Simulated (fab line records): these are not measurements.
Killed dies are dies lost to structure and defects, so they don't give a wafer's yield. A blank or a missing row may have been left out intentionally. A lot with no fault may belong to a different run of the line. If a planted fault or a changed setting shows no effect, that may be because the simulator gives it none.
fab line records    flow berkeley-cmos170
record: lots: 15  wafers: 45  last-day: 13
route steps=331 shown ZERO@12 PWELL@47 ACTIVE@63 NVT@107
lots untouched by any fault: they come from a run of this same line in which no faults occurred
start-h: hours from the record's first day to the start of the lot's first wafer shown    wait-h: hours elapsed since this lot's preceding step    " unchanged from the row above    L1.1+2: a row that stands for several wafers    - either no value or no given start    * or withheld: withheld    < > ~ a bound
route shown NAME@n: a module of which the file shows steps, and the number in the route of the first    usual: average and standard deviation across the fault-free wafers    same: alike in all rows    chamber/n: place in a boat    sites: each site's reading    _std_site: the values' standard deviation    _edge_site: mean of outer sites minus mean of inner sites    radius-mm: how far each site lies from the wafer's centre    mask NAME#n: copy n    behind: the most recent tool/chamber to have shaped the wafer    hold: why the lot went on hold/how many hours it stayed there/how the hold came to an end    device: the transistor (n, p or np) that didn't switch    end of line: tests run on the same wafers once the route is complete    a step without rows: its recipe alone    killed: not the wafer's yield, but the dies lost to structure and defects at the first sort    map: dies across one wafer; x = killed, . = not, _ = none there
set.NAME: setting as actually run; set.NAME@STEP: the setting as run at that earlier step    model.NAME: the simulator's own value behind a step, which no gauge read
the route's steps for a sample of lots (tables are steps, rows are wafers)
services: when a tool's chamber went out of use (start-h, in hours from the record's first day, below 0 if earlier), for how many hours, and the reason
== steps ==
step: UCB170_ZERO_ETCH_06
recipe: chemistry: CHF3/CF4/Ar  target: SiO2  time-s: 12  pressure-mtorr: 100  rf-w: 500  CHF3_flow_sccm: 50  cf4-flow-sccm: 10  Ar_flow_sccm: 120  over-etch-frac: 1.58
usual: drypump-motor-current-A: 5.7/0.53  oes-product-au: 0.613/0.0096  throttle-valve-pct: 9.36/0.17
same: time-s: 12
lot.wafer  tool         chamber  start-h  wait-h  drypump-motor-current-A  oes-product-au  rf-hours-counter-h  throttle-valve-pct
L570.1     rie-diel-01  1        26.28    -       5.1                      0.623           44                  9.16
L570.3     "            3        "        "       5.7                      0.596           4                   9.51
L570.6     "            3        "        "       5.8                      0.600           -                   9.54
L571.2     rie-diel-02  3        32.99    -       6.0                      0.617           33                  9.36
L571.4     "            0        "        "       6.7                      0.622           157                 9.09
L571.6     "            3        "        "       6.0                      0.609           -                   9.37
L572.1     rie-diel-01  2        36.80    -       5.9                      0.612           112                 9.42
L572.4     "            3        "        "       5.8                      0.595           5                   9.53
L572.6     "            2        "        "       5.9                      0.612           -                   9.42
L574.3     rie-diel-01  2        47.05    -       5.9                      0.603           113                 9.39
L574.4     "            1        "        "       5.2                      0.624           46                  9.15
L574.5     "            0        "        "       4.9                      0.608           -                   9.55
L576.2     rie-diel-01  2        56.84    -       5.9                      0.605           114                 9.42
L576.3     "            1        "        "       5.2                      0.621           46                  9.16
L576.5     "            3        "        "       5.7                      0.602           -                   9.52
L578.1     rie-diel-01  1        68.10    -       5.1                      0.619           47                  9.15
L578.3     "            3        "        "       5.7                      0.596           7                   9.52
L578.4     "            2        "        "       5.9                      0.615           114                 9.41
L580.2     rie-diel-01  2        75.99    -       5.9                      0.614           115                 9.43
L580.3     "            1        "        "       5.2                      0.617           47                  9.18
L580.6     "            3        "        "       5.7                      0.599           -                   9.52
L583.1     rie-diel-03  0        90.17    -       5.7                      0.606           141                 9.20
L583.3     "            2        "        "       5.5                      0.634           8                   8.98
L583.6     "            1        "        "       6.4                      0.615           -                   9.48
L584.1     rie-diel-01  1        94.48    -       5.1                      0.631           48                  9.16
L584.3     "            3        "        "       5.8                      0.601           8                   9.53
L584.6     "            0        "        "       4.9                      0.613           -                   9.55
L586.1     rie-diel-02  0        107.19   -       6.7                      0.624           161                 9.08
L586.4     "            2        "        "       5.1                      0.615           116                 9.51
L586.5     "            3        "        "       6.0                      0.609           -                   9.38
L587.1     rie-diel-01  2        107.47   -       5.9                      0.609           116                 9.42
L587.2     "            0        "        "       4.9                      0.611           152                 9.54
L587.3     "            1        "        "       5.1                      0.623           49                  9.16
L589.1     rie-diel-01  3        120.81   -       5.8                      0.599           9                   9.53
L589.2     "            0        "        "       4.9                      0.611           152                 9.53
L589.3     "            1        "        "       5.2                      0.623           50                  9.16
L590.1     rie-diel-02  3        126.99   -       6.0                      0.611           38                  9.37
L590.3     "            2        "        "       5.1                      0.612           118                 9.48
L590.6     "            3        "        "       6.0                      0.612           -                   9.36
L591.2     rie-diel-03  1        129.86   -       6.4                      0.605           9                   9.47
L591.3     "            0        "        "       5.7                      0.607           143                 9.23
L591.4     "            2        "        "       5.5                      0.633           9                   8.99
L592.2     rie-diel-01  2        137.06   -       5.9                      0.605           118                 9.41
L592.4     "            1        "        "       5.1                      0.615           51                  9.18
L592.5     "            2        "        "       5.9                      0.605           -                   9.42
step: UCB170_PWELL_OVL_MEAS_13
usual: PWELL_OVL: 1/5.3
lot.wafer  tool        chamber  start-h  wait-h  PWELL_OVL[nm]
L571.2     overlay-01  -        59.72    -       -1
L571.4     "           -        "        "       -4
L571.6     "           -        "        "       3
L570.1     overlay-01  -        59.92    -       -6
L570.3     "           -        "        "       6
L570.6     "           -        "        "       2
L572.1     overlay-01  -        67.08    -       3
L572.4     "           -        "        "       8
L572.6     "           -        "        "       12
L576.2     overlay-02  -        87.10    -       8
L576.3     "           -        "        "       -6
L576.5     "           -        "        "       -3
L574.3     overlay-02  -        87.39    -       8
L574.4     "           -        "        "       -8
L574.5     "           -        "        "       8
L578.1     overlay-01  -        97.86    -       0
L578.3     "           -        "        "       -5
L578.4     "           -        "        "       -9
L580.2     overlay-01  -        111.57   -       12
L580.3     "           -        "        "       1
L580.6     "           -        "        "       3
L584.1     overlay-01  -        127.52   -       -6
L584.3     "           -        "        "       -10
L584.6     "           -        "        "       0
L583.1     overlay-02  -        127.84   -       5
L583.3     "           -        "        "       6
L583.6     "           -        "        "       3
L587.1     overlay-01  -        139.90   -       2
L587.2     "           -        "        "       6
L587.3     "           -        "        "       2
L586.1     overlay-02  -        140.15   -       3
L586.4     "           -        "        "       -1
L586.5     "           -        "        "       2
L589.1     overlay-01  -        150.66   -       1
L589.2     "           -        "        "       1
L589.3     "           -        "        "       9
L590.1     overlay-01  -        163.47   -       2
L590.3     "           -        "        "       -2
L590.6     "           -        "        "       3
L591.2     overlay-02  -        163.48   -       -3
L591.3     "           -        "        "       1
L591.4     "           -        "        "       1
L592.2     overlay-01  -        171.54   -       -7
L592.4     "           -        "        "       -8
L592.5     "           -        "        "       2
step: UCB170_ACTIVE_THK_MEAS_03
recipe: reads: SiO2_of_ACTIVE_OXIDATION_02
usual: ACTIVE_OXIDE_THK: 26.4/0.41
lot.wafer  tool           chamber  start-h  wait-h  ACTIVE_OXIDE_THK[nm]
L571.2     film-metro-03  -        84.95    0.0     27.1
L571.4     "              -        "        "       26.7
L571.6     "              -        "        "       26.7
L572.1     film-metro-02  -        88.97    0.0     26.8
L572.4     "              -        "        "       26.5
L572.6     "              -        "        "       26.9
L570.1     film-metro-02  -        89.03    0.1     27.0
L570.3     "              -        "        "       27.0
L570.6     "              -        "        "       26.5
L576.2     film-metro-03  -        109.70   0.0     26.2
L576.3     "              -        "        "       26.1
L576.5     "              -        "        "       26.5
L574.3     film-metro-02  -        109.71   0.0     26.1
L574.4     "              -        "        "       26.2
L574.5     "              -        "        "       26.2
L578.1     film-metro-01  -        119.88   0.0     26.6
L578.3     "              -        "        "       26.1
L578.4     "              -        "        "       26.1
L580.2     film-metro-02  -        134.35   0.0     25.9
L580.3     "              -        "        "       26.1
L580.6     "              -        "        "       26.3
L583.1     film-metro-01  -        153.68   0.0     26.9
L583.3     "              -        "        "       26.4
L583.6     "              -        "        "       25.7
L584.1     film-metro-01  -        153.74   0.1     26.9
L584.3     "              -        "        "       26.9
L584.6     "              -        "        "       26.8
L586.1     film-metro-02  -        165.99   0.0     26.7
L586.4     "              -        "        "       27.0
L586.5     "              -        "        "       26.8
L587.1     film-metro-03  -        165.99   0.0     26.6
L587.2     "              -        "        "       26.2
L587.3     "              -        "        "       25.8
L589.1     film-metro-01  -        173.61   0.0     26.4
L589.2     "              -        "        "       26.1
L589.3     "              -        "        "       25.8
L590.1     film-metro-03  -        187.19   0.0     26.0
L590.3     "              -        "        "       26.3
L590.6     "              -        "        "       25.9
L591.2     film-metro-01  -        187.20   0.0     25.8
L591.3     "              -        "        "       26.2
L591.4     "              -        "        "       26.0
L592.2     film-metro-01  -        199.18   0.0     26.0
L592.4     "              -        "        "       26.9
L592.5     "              -        "        "       26.4
step: UCB170_NVT_EXPOSE_03
recipe: mask-id: PWELL  target-cd-nm: 3000  na: 0.5  sigma-outer: 0.6  source-shape: conventional  dose-mj: 30
usual: exposure-dose-mJ-cm2: 29.99/0.031  focus-offset-nm: 0.1/0.6  reticle-temp-C: 23.01/0.096
lot.wafer  tool            chamber  start-h  wait-h  mask     exposure-dose-mJ-cm2  focus-offset-nm  reticle-temp-C
L571.2     krf-scanner-02  0        124.51   0.4     PWELL#0  30.00                 -0.2             23.15
L571.4     "               0        "        "       PWELL#0  29.95                 -0.5             23.11
L571.6     "               0        "        "       PWELL#0  29.96                 -0.8             23.11
L572.1     krf-scanner-01  0        133.95   0.2     PWELL#0  30.00                 0.0              22.81
L572.4     "               0        "        "       PWELL#0  30.03                 0.3              22.74
L572.6     "               0        "        "       PWELL#0  29.98                 -0.1             22.90
L570.1     krf-scanner-01  0        134.52   0.5     PWELL#0  30.00                 -0.5             23.01
L570.3     "               0        "        "       PWELL#0  30.02                 -0.4             23.07
L570.6     "               0        "        "       PWELL#0  30.00                 -0.4             22.99
L576.2     krf-scanner-02  0        156.77   0.2     PWELL#0  29.98                 0.1              22.95
L576.3     "               0        "        "       PWELL#0  30.02                 0.1              23.03
L576.5     "               0        "        "       PWELL#0  29.98                 1.1              22.88
L574.3     krf-scanner-02  0        157.03   0.4     PWELL#0  29.98                 -0.2             23.08
L574.4     "               0        "        "       PWELL#0  29.96                 0.9              23.06
L574.5     "               0        "        "       PWELL#0  30.00                 0.3              23.14
L578.1     krf-scanner-02  0        164.17   0.4     PWELL#0  30.01                 -0.1             23.19
L578.3     "               0        "        "       PWELL#0  30.00                 -0.6             23.09
L578.4     "               0        "        "       PWELL#0  30.01                 0.4              23.02
L580.2     krf-scanner-02  0        178.79   0.1     PWELL#0  30.05                 0.5              23.13
L580.3     "               0        "        "       PWELL#0  30.03                 0.4              23.03
L580.6     "               0        "        "       PWELL#0  30.01                 1.5              23.14
L584.1     krf-scanner-01  0        201.36   0.1     PWELL#0  30.02                 -0.2             22.76
L584.3     "               0        "        "       PWELL#0  30.05                 -0.2             23.05
L584.6     "               0        "        "       PWELL#0  30.02                 0.8              22.88
L583.1     krf-scanner-02  -        201.71   0.5     PWELL#0  -                     -                -
L583.3     "               -        "        "       PWELL#0  -                     -                -
L583.6     "               -        "        "       PWELL#0  -                     -                -
L586.1     krf-scanner-02  -        214.16   0.2     PWELL#0  -                     -                -
L586.4     "               -        "        "       PWELL#0  -                     -                -
L586.5     "               -        "        "       PWELL#0  -                     -                -
L587.1     krf-scanner-02  -        214.28   0.2     PWELL#0  -                     -                -
L587.2     "               -        "        "       PWELL#0  -                     -                -
L587.3     "               -        "        "       PWELL#0  -                     -                -
L589.1     krf-scanner-01  0        220.21   0.2     PWELL#0  29.99                 0.2              22.91
L589.2     "               0        "        "       PWELL#0  29.96                 -0.4             23.08
L589.3     "               0        "        "       PWELL#0  30.01                 -0.9             22.93
L591.2     krf-scanner-01  0        234.47   0.1     PWELL#0  30.04                 -0.4             23.06
L591.3     "               0        "        "       PWELL#0  29.97                 -0.5             22.95
L591.4     "               0        "        "       PWELL#0  30.02                 -0.2             22.98
L590.1     krf-scanner-02  0        234.70   0.4     PWELL#0  29.99                 -1.4             23.21
L590.3     "               0        "        "       PWELL#0  29.97                 -1.2             23.08
L590.6     "               0        "        "       PWELL#0  29.95                 -0.3             22.95
L592.2     krf-scanner-01  0        245.10   0.2     PWELL#0  29.98                 -0.3             22.99
L592.4     "               0        "        "       PWELL#0  30.01                 -0.2             23.15
L592.5     "               0        "        "       PWELL#0  29.98                 -0.3             22.99
== services ==
tool            chamber  start-h  hours  kind
krf-scanner-02  -        6.83     5.4    repair
krf-scanner-01  -        35.83    0.4    repair
krf-scanner-01  -        44.62    21.0   pm
rie-diel-02     1        45.07    3.0    repair
rie-diel-02     -        63.43    0.1    repair
krf-scanner-01  -        65.62    1.0    pm
krf-scanner-01  -        67.38    0.8    pm
krf-scanner-02  -        71.22    7.2    repair
krf-scanner-01  -        74.67    0.3    repair
krf-scanner-02  -        78.44    1.0    pm
krf-scanner-01  -        78.81    0.2    repair
krf-scanner-01  -        97.59    1.3    pm
krf-scanner-02  -        112.86   0.8    pm
rie-diel-02     1        117.40   5.2    repair
krf-scanner-02  -        117.71   1.3    pm
rie-diel-02     1        127.67   4.5    repair
rie-diel-02     -        127.96   14.6   pm
krf-scanner-02  -        146.79   8.2    repair
rie-diel-01     3        188.00   1.7    repair
krf-scanner-02  -        208.14   4.0    pm
krf-scanner-01  -        217.40   1.0    pm
rie-diel-01     -        229.87   1.3    repair
krf-scanner-01  -        236.18   0.8    pm
krf-scanner-02  -        244.40   1.0    pm
== key ==
first-sign: step: UCB170_NVT_EXPOSE_03  reading: tool-record  direction: missing
effect none on later readings
met-at UCB170_NVT_EXPOSE_03
struck-lots L583,L586,L587
sort-left-out L583.1,L583.3,L583.6,L586.1,L586.4,L586.5,L587.1,L587.2,L587.3
tester-left-out L583,L586,L587
not-acting-at UCB170_ZERO_ETCH_06,UCB170_PWELL_OVL_MEAS_13,UCB170_ACTIVE_THK_MEAS_03
onset-between 178.79 201.71
fault: kind: skipped-step-whole  tool: krf-scanner-02  chamber: -  onset-h: 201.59  steps: UCB170_NVT_EXPOSE_03  scope: struck-lots-only
tester-left-out: of these lots the tester's yield and bins aren't shown, on N5 and GAA mostly nor the transistor test; their killed dies are dies lost to structure and defects alone, not to doping, threshold or leakage, so they don't give the yield
sort-left-out: the simulated sort isn't trusted on such a fault, so these wafers' sort isn't shown, and their yield isn't known
